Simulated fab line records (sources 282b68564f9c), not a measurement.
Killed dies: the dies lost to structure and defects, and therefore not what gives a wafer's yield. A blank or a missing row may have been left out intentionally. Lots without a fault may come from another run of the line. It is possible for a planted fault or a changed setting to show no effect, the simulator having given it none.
Which of the tools did it?    flow rit-cmos    15 lots, 45 wafers sampled, at 2 steps of a route of 202

WHAT THE GAUGES READ, wafer by wafer
RIT_CONTACT_THK_MEAS_01. Usual: CONTACT_TEOS_THK gives 401 nm (standard deviation 5.4).
lot   measured     on             CONTACT_TEOS_THK (nm)  flag
L880  day 3 16:22  film-metro-01  395 398 400            
L881  day 3 19:58  film-metro-01  397 393 411            
L882  day 4 03:05  film-metro-03  398 397 403            
L883  day 4 07:13  film-metro-03  400 406 403            
L884  day 4 11:07  film-metro-01  398 401 398            
L886  day 4 18:47  film-metro-01  398 407 406            
L885  day 4 20:38  film-metro-01  400 399 406            
L888  day 5 12:40  film-metro-03  403 402 404            
L889  day 5 12:58  film-metro-01  388 399 397            
L890  day 5 16:40  film-metro-04  396 400 402            
L891  day 6 00:17  film-metro-01  397 401 402            
L892  day 6 00:45  film-metro-03  787 807 799            OFF
L893  day 6 07:15  film-metro-01  787 782 795            OFF
L894  day 6 09:05  film-metro-04  787 805 804            OFF
L902  day 8 03:55  film-metro-03  394 399 401            

WHAT TOOL EACH LOT RAN ON (gives the tool, then ch and the chambers of the sampled wafers, and finally the start)
lot   RIT_CONTACT_CVD_00
L880  pecvd-03 ch 0,2, day 3 16:17
L881  pecvd-01 ch 0,2, day 3 19:54
L882  pecvd-02 ch 0,1, day 4 03:01
L883  pecvd-03 ch 0,1, day 4 07:08
L884  pecvd-01 ch 0,2, day 4 11:03
L886  pecvd-02 ch 0,1,2, day 4 18:44
L885  pecvd-03 ch 0,1,2, day 4 20:35
L888  pecvd-02 ch 0,2, day 5 12:37
L889  pecvd-03 ch 1,2, day 5 12:53
L890  pecvd-01 ch 0,1,2, day 5 16:37
L891  pecvd-02 ch 0,1, day 6 00:13
L892  pecvd-03 ch 0,2, day 6 00:29
L893  pecvd-01 ch 0,2, day 6 06:59
L894  pecvd-03 ch 0,2, day 6 08:48
L902  pecvd-01 ch 1,2, day 8 03:51
- RIT_CONTACT_CVD_00: deposits SiO2 from TEOS, target thk 400 nm, time 61 s.

WHAT THE TOOLS THEMSELVES READ (means of the sampled wafers that have a number; where no wafer has one, the mark that the record gives instead)
RIT_CONTACT_CVD_00. Usual: 304 W for heater-power-w, sd 49.
lot   tool      heater-power-w (W)  flag
L880  pecvd-03  311                 
L881  pecvd-01  359                 
L882  pecvd-02  325                 
L883  pecvd-03  290                 
L884  pecvd-01  293                 
L886  pecvd-02  317                 
L885  pecvd-03  307                 
L888  pecvd-02  269                 
L889  pecvd-03  327                 
L890  pecvd-01  336                 
L891  pecvd-02  368                 
L892  pecvd-03  312                 
L893  pecvd-01  316                 
L894  pecvd-03  287                 
L902  pecvd-01  334                 

THE ANSWER, worked out from the rows above alone
Rule: lot off if the mean of its wafers having a number is beyond 3 standard deviations from the usual mean. A lot without any number at a reading at which 4 lots or more have one is off too. All remaining lots with rows at the step are treated as sound. First the gauges in route order, then the tools' own readings, where a lot's mean is used as printed above. The first step at which some lot is off is used, and at that step the reading that is off furthest; a lot without a number counts as furthest.
Off: at RIT_CONTACT_THK_MEAS_01 (CONTACT_TEOS_THK), L892, L893, L894.
If a tool, at a process step before that reading, ran all the lots that are off and no sound lot after the first of them, it fits. Gauges at RIT_CONTACT_THK_MEAS_01: tried the same way as those tools. None of those tried fits.

WHAT HAD BEEN PUT IN BY THE SIMULATOR
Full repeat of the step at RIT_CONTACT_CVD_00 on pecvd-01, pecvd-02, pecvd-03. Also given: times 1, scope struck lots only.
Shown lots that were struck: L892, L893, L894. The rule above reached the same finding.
